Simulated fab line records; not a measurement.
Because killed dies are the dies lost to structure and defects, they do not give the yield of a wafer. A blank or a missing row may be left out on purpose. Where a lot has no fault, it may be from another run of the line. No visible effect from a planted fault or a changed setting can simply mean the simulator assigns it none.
Which tool did it? ; flow berkeley-cmos170 ; 39 wafers from 13 lots sampled at 4 of the route's 331 steps

== WHAT EACH GAUGE READ, for each wafer ==
UCB170_V2_THK_MEAS_01.
lot;measured;on;V2_TEOS_THK (nm)
L875;day 7 19:50;film-metro-01;2012 1988 1999
L874;day 7 20:29;film-metro-03;1939 1958 1992
L876;day 8 03:32;film-metro-03;1961 2031 2030
L878;day 8 15:22;film-metro-01;1983 2022 2058
L880;day 9 04:01;film-metro-03;1977 1971 1983
L882;day 9 11:41;film-metro-01;1954 2003 2002
L884;day 9 20:40;film-metro-02;2001 2010 2016
L885;day 10 01:38;film-metro-02;1976 2020 2031
L886;day 10 11:55;film-metro-02;2042 2076 2061
L891;day 11 08:10;film-metro-03;1992 1994 2034
L894;day 11 09:43;film-metro-03;1944 2021 2015
L895;day 12 01:07;film-metro-03;2028 2022 2019
L897;day 12 06:14;film-metro-03;1990 2014 2008

UCB170_M3_CD_MEAS_90 targets a cd of 700 nm.
lot;measured;on;cd-nm (nm)
L875;day 8 00:33;cd-sem-01;703 696 694
L874;day 8 01:01;cd-sem-01;699 697 703
L876;day 8 08:10;cd-sem-01;702 700 705
L878;day 8 20:06;cd-sem-01;705 700 697
L880;day 9 09:46;cd-sem-01;705 705 705
L882;day 9 17:11;cd-sem-01;695 702 702
L884;day 10 02:05;cd-sem-02;696 691 701
L885;day 10 06:29;cd-sem-02;700 698 702
L886;day 10 19:02;cd-sem-02;697 702 698
L891;day 11 14:16;cd-sem-01;696 699 697
L894;day 11 15:53;cd-sem-02;696 698 697
L895;day 12 06:35;cd-sem-02;699 694 693
L897;day 12 11:43;cd-sem-01;693 701 695

== TOOL THAT RAN EACH LOT (tool first, then ch and the chambers of the sampled wafers, then the start) ==
lot;UCB170_CONTACT_ETCH_17;UCB170_M3_SPUTTER_01
L875;rie-diel-01 ch 0,2,3, day 7 07:02;pvd-sputter-04, day 7 22:11
L874;rie-diel-03 ch 0,1,3, day 7 07:33;pvd-sputter-01, day 7 22:39
L876;rie-diel-03 ch 1,2, day 7 14:58;pvd-sputter-02, day 8 05:42
L878;rie-diel-01 ch 2,3, day 8 03:02;pvd-sputter-02, day 8 17:46
L880;rie-diel-01 ch 2,3, day 8 13:21;pvd-sputter-01, day 9 06:18
L882;rie-diel-02 ch 0,1,2, day 8 22:15;pvd-sputter-04, day 9 14:50
L884;rie-diel-03 ch 0,3, day 9 09:46;pvd-sputter-01, day 9 23:13
L885;rie-diel-01 ch 0,2,3, day 9 10:39;pvd-sputter-01, day 10 03:58
L886;rie-diel-01 ch 1,2, day 9 19:52;pvd-sputter-01, day 10 14:58
L891;rie-diel-02 ch 1,2,3, day 10 17:50;pvd-sputter-01, day 11 10:40
L894;rie-diel-02 ch 0,2,3, day 10 20:59;pvd-sputter-04, day 11 12:04
L895;rie-diel-01 ch 1,3, day 11 11:53;pvd-sputter-04, day 12 03:47
L897;rie-diel-02 ch 1,2,3, day 11 16:18;pvd-sputter-04, day 12 09:00
- UCB170_CONTACT_ETCH_17: etches BARC in N2/H2.
- UCB170_M3_SPUTTER_01: material Al, target thk 900 nm, time 120 s.

== AS READ BY THE TOOLS THEMSELVES (means over the sampled wafers that have a number; for cases with no such wafer, the mark the record gives instead) ==
UCB170_CONTACT_ETCH_17.
lot;tool;chamber-pressure-mTorr (mTorr);drypump-motor-current-A (A);oes-product-au (a.u.);throttle-valve-pct (%)
L875;rie-diel-01;30.023;5.9;0.99;13.27
L874;rie-diel-03;30.015;5.6;0.99;13.37
L876;rie-diel-03;29.996;5.9;0.97;13.52
L878;rie-diel-01;30.002;5.4;0.97;13.25
L880;rie-diel-01;29.987;5.4;0.97;13.23
L882;rie-diel-02;30.027;5.6;1.02;13.13
L884;rie-diel-03;30.023;5.4;1.02;13.28
L885;rie-diel-01;29.977;5.9;0.99;13.27
L886;rie-diel-01;30.002;5.2;0.96;13.09
L891;rie-diel-02;29.991;5.6;1.01;13.16
L894;rie-diel-02;30.020;5.6;1.01;13.10
L895;rie-diel-01;30.001;5.8;0.98;13.07
L897;rie-diel-02;30.031;5.6;1.01;13.16

UCB170_M3_SPUTTER_01.
lot;tool;chamber-pressure-pa (Pa);throttle-valve-pct (%)
L875;pvd-sputter-04;0.5000;30.8
L874;pvd-sputter-01;0.4997;30.0
L876;pvd-sputter-02;0.5009;30.7
L878;pvd-sputter-02;0.4999;30.6
L880;pvd-sputter-01;0.5001;30.1
L882;pvd-sputter-04;0.4993;30.8
L884;pvd-sputter-01;0.5001;29.2
L885;pvd-sputter-01;0.5004;29.3
L886;pvd-sputter-01;0.5001;29.6
L891;pvd-sputter-01;0.5192;29.0
L894;pvd-sputter-04;0.4992;30.9
L895;pvd-sputter-04;0.4999;31.1
L897;pvd-sputter-04;0.4998;31.0

== THE ANSWER, worked out from the rows above alone ==
Rule: the usual values come from the lots themselves. Put in order of their means at a reading, lots are off if they are a third of the lots or fewer, leave a main group of 4 or more, and stand apart from it by a gap of 3 or more times the standard deviation of the main group's means; of several such gaps the widest counts. A main group whose means are all the same, to the digits that the tables above print for the reading, isn't used. Also off: a lot with no number at a reading for which 4 or more lots have one. Any other lot the step has rows for is counted as sound. The gauges are gone through in route order, then the tools' own readings, and for those a lot's mean is taken as printed above. The first step at which some lot is off is used, and at that step the reading that is off furthest; a lot without a number counts as furthest.
Off at UCB170_M3_SPUTTER_01 (chamber-pressure-pa): L891. The main group: mean 0.5000 Pa, standard deviation 0.00043.
A tool fits if, at that step or a process step before it, it ran every lot that is off, and no sound lot after the first of them. One fits: UCB170_M3_SPUTTER_01 on pvd-sputter-01. A fault onset in the window from L886 (day 10 14:58, its last sound lot) to L891 (day 11 10:40, its first lot off) fits.
On the lots that are off, the tool's own readings at UCB170_M3_SPUTTER_01 differ by more than 5 times the standard deviation of the sound lots' means, which bears it out; chamber-pressure-pa reads 0.5192 Pa there versus 0.5000 Pa on the sound lots.

== WHAT THE SIMULATOR HAD INSERTED ==
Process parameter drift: pvd-sputter-01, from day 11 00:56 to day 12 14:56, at UCB170_M3_SPUTTER_01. A move of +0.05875 in setting chamber-pressure-pa, from 0.5. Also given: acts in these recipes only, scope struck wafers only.
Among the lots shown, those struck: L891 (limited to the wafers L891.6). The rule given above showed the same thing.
